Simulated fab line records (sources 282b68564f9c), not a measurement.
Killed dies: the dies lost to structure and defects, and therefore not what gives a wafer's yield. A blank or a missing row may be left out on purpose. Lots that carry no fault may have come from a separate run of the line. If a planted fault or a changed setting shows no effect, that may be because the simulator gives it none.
fab line records | flow ritCmos
[record] lots = 14 wafers = 42 lastDay = 7
route steps=202 shown PSD@150 CONTACT@176 M1@185
lots untouched by any fault: they come from a run of this same line in which no faults occurred
startH: the number of hours between the record's first day and the start of the first shown wafer of the lot | waitH: time in hours since the lot's previous step | " as in the row above | L1.1+2: a row that stands for several wafers | - no value, or no start given | * or withheld: withheld | < > ~ a bound
route shown NAME@n: names a module that has steps shown in the file, with the first one's number in the route | usual: mean and standard deviation over wafers with no fault | same: alike in all rows | chamber/n: place in a boat | sites: each site's reading | _std_site: standard deviation across them | _edge_site: mean of outer sites minus mean of inner sites | radiusMm: how far each site lies from the wafer's centre | mask NAME#n: copy n | behind: the tool/chamber that last shaped the wafer | hold: why the lot went on hold/how many hours it stayed there/how the hold came to an end | device: whichever transistor did not switch (one of n, p or np) | end of line: the same wafers' tests at the end of the route | a step given without rows: its recipe and nothing more | killed: count of dies lost to structure and defects at first sort (not the wafer's yield) | map: dies across one wafer; x = killed, . = not, _ = none there
set.NAME: the setting as run; set.NAME@STEP: as run at that earlier step | model.NAME: the simulator's own value behind a step, which no gauge read
one table for each step of the route and one row for each wafer, over a sample of lots
services: a tool's chamber out of use, with start hour (startH, from the record's first day; less than 0 if before it), hours out, and reason
[[steps]]
[step RIT_PSD_IMPLANT_08]
[recipe] species = BF2 energyKev = 27 doseCm2 = 5e+15 tiltDeg = 7
[usual] beamEnergyKeV = 27.003/0.0076 doseIonsCm2 = 4.999e+15/4.9e+12
// columns lot.wafer tool chamber startH waitH beamEnergyKeV doseIonsCm2
L950.1 implanter-02 0 48.58 0.1 26.999 4.999e+15
L950.3 " 0 " " 26.996 5.004e+15
L950.6 " 0 " " 26.995 5.009e+15
L951.1 implanter-02 0 58.02 0.1 27.000 5.003e+15
L951.2 " 0 " " 26.998 4.999e+15
L951.6 " 0 " " 27.012 5.001e+15
L952.2 implanter-03 0 60.36 0.1 27.005 5.002e+15
L952.3 " 0 " " 27.004 5e+15
L952.4 " 0 " " 26.996 4.992e+15
L953.1 implanter-02 0 64.47 0.1 27.013 5.002e+15
L953.3 " 0 " " 27.008 5.006e+15
L953.4 " 0 " " 27.013 5.002e+15
L954.1 implanter-02 0 68.62 0.1 26.992 4.998e+15
L954.3 " 0 " " 27.005 4.998e+15
L954.4 " 0 " " 26.999 4.993e+15
L955.2 implanter-01 0 73.76 0.1 27.014 4.996e+15
L955.3 " 0 " " 26.986 4.989e+15
L955.4 " 0 " " 26.992 4.998e+15
L957.1 implanter-01 0 83.29 0.1 27.003 4.988e+15
L957.5 " 0 " " 27.005 4.998e+15
L957.6 " 0 " " 27.009 5.003e+15
L958.1 implanter-02 0 89.43 0.1 25.997 5.003e+15
L958.2 " 0 " " 25.999 4.998e+15
L958.6 " 0 " " 25.998 5.011e+15
L959.1 implanter-02 0 94.67 0.1 26.005 4.998e+15
L959.3 " 0 " " 25.997 5.003e+15
L959.4 " 0 " " 26.005 5.002e+15
L966.1 implanter-01 0 129.94 0.1 26.999 5.002e+15
L966.3 " 0 " " 26.996 5.003e+15
L966.6 " 0 " " 27.008 4.998e+15
L967.1 implanter-01 0 135.18 0.1 27.004 4.997e+15
L967.2 " 0 " " 26.995 4.986e+15
L967.6 " 0 " " 26.993 4.99e+15
L969.1 implanter-03 0 144.88 0.1 27.011 4.998e+15
L969.2 " 0 " " 27.007 4.996e+15
L969.4 " 0 " " 27.011 4.998e+15
L972.2 implanter-02 0 159.51 0.1 27.015 4.997e+15
L972.4 " 0 " " 27.008 4.998e+15
L972.5 " 0 " " 27.002 4.994e+15
L973.2 implanter-03 0 163.97 0.1 27.005 5.001e+15
L973.4 " 0 " " 26.997 4.993e+15
L973.6 " 0 " " 26.992 5.003e+15
[step RIT_SDANNEAL_RS_MEAS_04]
[recipe] thkMeasGauge = four-point-probe
[usual] PSD_RS = 115.93/0.24
// columns lot.wafer tool chamber startH waitH PSD_RS[ohm/sq]
L950.1 filmMetro-03 - 49.39 0.0 116.16
L950.3 " - " " 116.14
L950.6 " - " " 115.78
L951.1 filmMetro-04 - 58.84 0.0 116.22
L951.2 " - " " 116.32
L951.6 " - " " 116.03
L952.2 filmMetro-03 - 61.18 0.1 115.71
L952.3 " - " " 115.75
L952.4 " - " " 115.73
L953.1 filmMetro-01 - 65.28 0.0 115.38
L953.3 " - " " 115.69
L953.4 " - " " 115.92
L954.1 filmMetro-03 - 69.43 0.0 116.19
L954.3 " - " " 116.22
L954.4 " - " " 116.27
L955.2 filmMetro-03 - 74.57 0.1 115.74
L955.3 " - " " 115.75
L955.4 " - " " 115.73
L957.1 filmMetro-01 - 84.32 0.0 116.32
L957.5 " - " " 115.93
L957.6 " - " " 116.19
L958.1 filmMetro-04 - 90.24 0.0 117.83
L958.2 " - " " 118.44
L958.6 " - " " 118.29
L959.1 filmMetro-03 - 95.48 0.0 117.93
L959.3 " - " " 117.84
L959.4 " - " " 118.12
L966.1 filmMetro-01 - 130.75 0.0 116.11
L966.3 " - " " 115.74
L966.6 " - " " 116.24
L967.1 filmMetro-03 - 136.22 0.0 115.47
L967.2 " - " " 115.67
L967.6 " - " " 115.88
L969.1 filmMetro-03 - 145.69 0.0 115.94
L969.2 " - " " 115.83
L969.4 " - " " 116.21
L972.2 filmMetro-03 - 160.67 0.1 115.43
L972.4 " - " " 115.50
L972.5 " - " " 115.67
L973.2 filmMetro-01 - 165.13 0.1 115.97
L973.4 " - " " 116.25
L973.6 " - " " 116.22
[step RIT_CONTACT_CD_MEAS_08]
[recipe] targetCdNm = 1000
[usual] cdNm = 1000.2/1.8
// columns lot.wafer tool chamber startH waitH cdNm
L950.1 cdSem-01 - 51.59 - 999.5
L950.3 " - " " 998.0
L950.6 " - " " 999.1
L951.1 cdSem-01 - 60.92 - 998.5
L951.2 " - " " 998.6
L951.6 " - " " 997.0
L952.2 cdSem-01 - 63.50 - 999.9
L952.3 " - " " 1002.3
L952.4 " - " " 999.5
L953.1 cdSem-01 - 67.38 - 1003.0
L953.3 " - " " 998.3
L953.4 " - " " 1004.1
L954.1 cdSem-01 - 71.54 - 1000.2
L954.3 " - " " 999.9
L954.4 " - " " 1001.2
L955.2 cdSem-01 - 76.76 - 1004.3
L955.3 " - " " 1003.1
L955.4 " - " " 1004.5
L957.1 cdSem-01 - 86.56 - 999.1
L957.5 " - " " 998.7
L957.6 " - " " 1000.8
L958.1 cdSem-01 - 92.32 - 1001.5
L958.2 " - " " 1001.2
L958.6 " - " " 999.6
L959.1 cdSem-01 - 97.55 - 999.3
L959.3 " - " " 1000.7
L959.4 " - " " 1000.0
L966.1 cdSem-02 - 132.95 - 1000.8
L966.3 " - " " 1001.2
L966.6 " - " " 1000.6
L967.1 cdSem-01 - 138.31 - 1000.0
L967.2 " - " " 999.8
L967.6 " - " " 999.3
L969.1 cdSem-01 - 147.89 - 1001.3
L969.2 " - " " 1000.8
L969.4 " - " " 1000.2
L972.2 cdSem-01 - 162.93 - 995.1
L972.4 " - " " 994.7
L972.5 " - " " 997.3
L973.2 cdSem-01 - 167.21 - 1004.1
L973.4 " - " " 1000.7
L973.6 " - " " 1000.6
[step RIT_M1_RS_MEAS_01]
[recipe] thkMeasGauge = four-point-probe reads = Al_of_M1_SPUTTER_00
[usual] M1_AL_RS = 0.0736/0.00061
// columns lot.wafer tool chamber startH waitH M1_AL_RS[ohm/sq]
L950.1 filmMetro-04 - 53.10 0.1 0.0729
L950.3 " - " " 0.0734
L950.6 " - " " 0.0731
L951.1 filmMetro-03 - 62.36 0.1 0.0740
L951.2 " - " " 0.0742
L951.6 " - " " 0.0741
L952.2 filmMetro-04 - 65.11 0.2 0.0739
L952.3 " - " " 0.0737
L952.4 " - " " 0.0743
L953.1 filmMetro-03 - 68.83 0.1 0.0731
L953.3 " - " " 0.0733
L953.4 " - " " 0.0735
L954.1 filmMetro-04 - 72.99 0.1 0.0742
L954.3 " - " " 0.0742
L954.4 " - " " 0.0742
L955.2 filmMetro-03 - 78.20 0.2 0.0730
L955.3 " - " " 0.0736
L955.4 " - " " 0.0733
L957.1 filmMetro-04 - 88.02 0.1 0.0736
L957.5 " - " " 0.0738
L957.6 " - " " 0.0726
L958.1 filmMetro-03 - 93.78 0.1 0.0731
L958.2 " - " " 0.0730
L958.6 " - " " 0.0736
L959.1 filmMetro-03 - 99.01 0.1 0.0729
L959.3 " - " " 0.0734
L959.4 " - " " 0.0739
L966.1 filmMetro-01 - 134.61 0.1 0.0748
L966.3 " - " " 0.0744
L966.6 " - " " 0.0749
L967.1 filmMetro-01 - 139.76 0.1 0.0744
L967.2 " - " " 0.0732
L967.6 " - " " 0.0732
L969.1 filmMetro-01 - 149.35 0.1 0.0743
L969.2 " - " " 0.0741
L969.4 " - " " 0.0747
L972.2 filmMetro-01 - 164.40 0.2 0.0747
L972.4 " - " " 0.0738
L972.5 " - " " 0.0749
L973.2 filmMetro-01 - 168.68 0.2 0.0731
L973.4 " - " " 0.0727
L973.6 " - " " 0.0733
[step RIT_M1_SOFTBAKE_05]
[recipe] resist = NOVOLAK tempC = 90 timeS = 61.63
[usual] plateSensorTCentreC = 90.970/0.011 plateSensorTEdgeC = 91.020/0.01
// columns lot.wafer tool chamber startH waitH plateSensorTCentreC plateSensorTEdgeC
L950.1 lithoTrack-03 0 53.58 0.1 90.966 91.026
L950.3 " 0 " " 90.965 90.995
L950.6 " 0 " " 90.970 91.027
L951.1 lithoTrack-03 0 62.84 0.1 90.963 91.009
L951.2 " 0 " " 90.958 91.008
L951.6 " 0 " " 90.971 91.034
L952.2 lithoTrack-03 0 65.60 0.1 90.990 91.010
L952.3 " 0 " " 90.974 91.024
L952.4 " 0 " " 90.954 91.025
L953.1 lithoTrack-03 0 69.31 0.1 90.968 91.029
L953.3 " 0 " " 90.941 91.020
L953.4 " 0 " " 90.971 91.041
L954.1 lithoTrack-04 0 73.47 0.1 90.967 91.022
L954.3 " 0 " " 90.968 91.025
L954.4 " 0 " " 90.976 91.018
L955.2 lithoTrack-04 0 78.68 0.1 90.954 91.021
L955.3 " 0 " " 90.978 91.017
L955.4 " 0 " " 90.982 91.029
L957.1 lithoTrack-02 0 88.50 0.1 90.994 91.016
L957.5 " 0 " " 90.977 91.028
L957.6 " 0 " " 90.982 91.020
L958.1 lithoTrack-02 0 94.26 0.1 90.957 91.019
L958.2 " 0 " " 90.967 91.033
L958.6 " 0 " " 90.955 91.022
L959.1 lithoTrack-02 0 99.49 0.1 90.976 91.010
L959.3 " 0 " " 90.969 91.022
L959.4 " 0 " " 90.986 91.015
L966.1 lithoTrack-03 0 135.09 0.1 90.963 91.031
L966.3 " 0 " " 90.968 90.996
L966.6 " 0 " " 90.958 91.020
L967.1 lithoTrack-02 0 140.24 0.1 90.950 91.031
L967.2 " 0 " " 91.004 91.022
L967.6 " 0 " " 90.970 91.010
L969.1 lithoTrack-03 0 149.83 0.1 90.976 91.012
L969.2 " 0 " " 90.959 91.019
L969.4 " 0 " " 90.977 91.010
L972.2 lithoTrack-02 0 164.89 0.1 90.955 91.023
L972.4 " 0 " " 90.987 91.019
L972.5 " 0 " " 90.980 91.014
L973.2 lithoTrack-03 0 169.24 0.1 90.970 91.013
L973.4 " 0 " " 90.986 91.034
L973.6 " 0 " " 90.961 91.020
[step RIT_M1_PROBE_99]
[usual] killedAtFrontEnd = 6/3.1 killedDies = 6/3.1 killedOpen = 3.4/1.9 killedShort = 3.1/2
[same] grossDies = 264 killed_at_M0_to_M3 = 0 killed_at_M4_up = 0 killedAtBackSide = 0 killedAtContacts = 0 killedAtOther = 0
// columns lot.wafer tool chamber startH waitH killedAtFrontEnd killedDies killedOpen killedShort
L966.1 prober-01 - 138.33 0.1 5 5 4 1
L966.3 prober-01 - 138.43 0.2 6 6 4 2
L966.6 prober-01 - 138.58 0.2 6 6 4 2
L972.2 prober-01 - 168.54 0.1 8 8 6 2
L972.4 prober-01 - 168.64 0.2 7 7 3 4
L972.5 prober-01 - 168.69 0.2 4 4 2 2
// killed by level:class
L966.1 GATE:geometricParticle:open=1 REOX:geometricParticle:open=1 SPACER:geometricParticle:open=1 SILICIDE:geometricParticle:open=1 SILICIDE:geometricParticle:short=1
L966.3 SILICIDE:geometricParticle:open=2 FOX2:geometricParticle:open=1 GATE:geometricParticle:open=1 GATE:geometricParticle:short=1 REOX:geometricParticle:short=1
L966.6 SPACER:geometricParticle:open=2 FOX1:geometricParticle:open=1 GATE:geometricParticle:open=1 REOX:geometricParticle:short=1 SILICIDE:geometricParticle:short=1
L972.2 GATE:geometricParticle:open=3 SPACER:geometricParticle:open=2 FOX1:geometricParticle:open=1 GATE:geometricParticle:short=1 SILICIDE:geometricParticle:short=1
L972.4 GATE:geometricParticle:open=2 FOX1:geometricParticle:short=1 GATE:geometricParticle:short=1 REOX:geometricParticle:short=1 SILICIDE:geometricParticle:open=1 SILICIDE:geometricParticle:short=1
L972.5 GATE:geometricParticle:short=2 GATE:geometricParticle:open=2
[[services]]
// columns tool chamber startH hours kind
implanter-02 - 26.92 4.4 repair
implanter-02 - 44.78 2.9 repair
implanter-01 - 45.25 0.9 repair
implanter-03 - 73.07 11.8 pm
implanter-02 - 73.58 2.8 pm
implanter-02 - 127.50 3.1 repair
implanter-02 - 130.94 1.5 repair
implanter-03 - 148.18 2.4 repair
[[key]]
[firstSign] step = RIT_PSD_IMPLANT_08 reading = beamEnergyKeV direction = down sigmas = 99+ usual = 27.003 struck = 26.000
[effect] step = RIT_SDANNEAL_RS_MEAS_04 reading = PSD_RS direction = up sigmas = 8.9 usual = 115.93 struck = 118.08
metAt RIT_PSD_IMPLANT_08
struckLots L958,L959
testerLeftOut L958,L959
notActingAt RIT_CONTACT_CD_MEAS_08,RIT_M1_RS_MEAS_01,RIT_M1_SOFTBAKE_05
onsetBetween 68.62 89.43
[fault] kind = processParameterDrift tool = implanter-02 chamber = - onsetH = 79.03 steps = RIT_PSD_IMPLANT_08 channel = energyKev offset = -1.0043 shape = step endH = 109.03 actsIn = theseRecipesOnly stated = 27
// testerLeftOut: of these lots the tester's yield and bins aren't shown, on N5 and GAA mostly nor the transistor test; their killed dies are dies lost to structure and defects alone, not to doping, threshold or leakage, so they don't give the yield
